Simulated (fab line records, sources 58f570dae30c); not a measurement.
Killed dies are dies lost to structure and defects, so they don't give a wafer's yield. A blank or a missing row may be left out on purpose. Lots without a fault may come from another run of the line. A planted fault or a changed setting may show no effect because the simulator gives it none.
Split-lot experiment | flow berkeley_cmos170 | 5 lots, 23 wafers read, on a route of 331 steps

THE SPLIT
At UCB170_NSD_IMPLANT_08, the setting dose_cm2 was moved away from the recipe's 3e+15 on 9 of the 23 wafers read, by -5.6% to +3.8%. The other wafers ran this setting at the recipe's value.

FROM THE SPLIT TO THE READING: what the file shows between them, 5 steps
- UCB170_NSD_STRIP_09: strips in O2
- UCB170_BACKSIDE_HMDS_00: prime time 60 s (also split here: prime_time_s)
- UCB170_BACKSIDE_COAT_01: resist thk 900 nm
- UCB170_BACKSIDE_SOFTBAKE_02: time 60 s
- UCB170_SDANNEAL_RTA_01: time 5 s

THE READING
NSD_RS, in ohm/sq, at UCB170_SDANNEAL_RS_MEAS_03 (measures by four-point-probe). Fault-free wafers of this fab line usually give 37.28 ohm/sq, standard deviation 0.11 ohm/sq.

wafer  | tool, chamber at the split | dose_cm2 as run | against the recipe | NSD_RS, ohm/sq | against lot-mates on the recipe
L075.1 | implanter-04, 0            | 2.833e+15       | -5.6%              | 38.58          | +1.10
L075.2 | implanter-04, 0            | 2.833e+15       | -5.6%              | 38.55          | +1.07
L075.3 | implanter-04, 0            | 3e+15           | recipe             | 37.45          | -
L075.4 | implanter-04, 0            | 3e+15           | recipe             | 37.50          | -
L075.5 | implanter-04, 0            | 3e+15           | recipe             | 37.49          | -
L078.3 | implanter-01, 0            | 3e+15           | recipe             | 37.18          | -
L078.4 | implanter-01, 0            | 3e+15           | recipe             | 37.29          | -
L078.5 | implanter-01, 0            | 3e+15           | recipe             | 37.28          | -
L080.1 | implanter-04, 0            | 3e+15           | recipe             | 37.24          | -
L080.2 | implanter-04, 0            | 3.114e+15       | +3.8%              | 36.69          | -0.53
L080.3 | implanter-04, 0            | 3e+15           | recipe             | 37.24          | -
L080.4 | implanter-04, 0            | 3.114e+15       | +3.8%              | 36.67          | -0.55
L080.6 | implanter-04, 0            | 3e+15           | recipe             | 37.19          | -
L082.1 | implanter-01, 0            | 3e+15           | recipe             | 37.17          | -
L082.2 | implanter-01, 0            | 2.865e+15       | -4.5%              | 38.04          | +0.87
L082.3 | implanter-01, 0            | 2.865e+15       | -4.5%              | 37.78          | +0.61
L082.4 | implanter-01, 0            | 2.865e+15       | -4.5%              | 38.03          | +0.86
L082.6 | implanter-01, 0            | 3e+15           | recipe             | 37.17          | -
L084.1 | implanter-03, 0            | 3.108e+15       | +3.6%              | 36.63          | -0.58
L084.2 | implanter-03, 0            | 3.108e+15       | +3.6%              | 36.64          | -0.57
L084.3 | implanter-03, 0            | 3e+15           | recipe             | 37.17          | -
L084.5 | implanter-03, 0            | 3e+15           | recipe             | 37.28          | -
L084.6 | implanter-03, 0            | 3e+15           | recipe             | 37.19          | -

THE FIT
A straight line over all 23 wafers: NSD_RS changes by -0.183 ohm/sq for each +1% of dose_cm2; r = -0.96; the points scatter about the line by 0.15 ohm/sq.
The same after taking each lot's own level away (the mean of its wafers on the recipe; 23 wafers): -0.173 ohm/sq for each +1%; r = -0.99; scatter 0.071 ohm/sq.
On that fit, the largest move of dose_cm2 shifts the reading by 0.96 ohm/sq.
The lots' own levels span 37.170 to 37.480 ohm/sq, that is 2.8 times the standard deviation above.
So the lot-to-lot level changes the slope little: the two slopes agree.
Check: with one of the wafers moved furthest among these (-5.6%) left out of the fit, the line predicts +0.958 ohm/sq for it against its lot-mates. It came out at +1.1 ohm/sq against them.

OTHER SPLITS ON THESE WAFERS
These wafers also went through other splits before the reading. Each is held against what the fit with the lots' levels taken away leaves over:
other split on the same wafers       | wafers away from the commonest value | r with NSD_RS (lot level and that fit taken away)
UCB170_ZERO_STRIP_07 o2_flow_sccm    | 8                                    | +0.14
UCB170_NWELL_IMPLANT_14 dose_cm2     | 11                                   | +0.05
UCB170_PFIELD_COAT_01 spin_rpm       | 5                                    | -0.14
UCB170_GATE_CVD_04 pressure_mtorr    | 18                                   | +0.07
UCB170_PLDD_COAT_01 resist_thk_nm    | 7                                    | -0.13
UCB170_PLDD_SOFTBAKE_02 temp_c       | 8                                    | +0.04
UCB170_PSD_PEB_04 peb_temp_c         | 10                                   | +0.22
UCB170_BACKSIDE_HMDS_00 prime_time_s | 11                                   | -0.08

THE WHOLE CHAIN: every reading that the file lists as answering this split, in the file's order
step                       | what it does                 | reading                  | change (the file's fit)              | r (the file's)
UCB170_NSD_STRIP_09        | strips in O2                 | strip_time_to_endpoint_s | withheld for each +1% of the setting | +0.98
UCB170_SDANNEAL_RS_MEAS_03 | measures by four-point-probe | NSD_RS                   | -0.174 for each +1% of the setting   | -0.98

THE FILE'S OWN FIT
NSD_RS changes by -0.174 ohm/sq for each +1% of dose_cm2, r = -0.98.
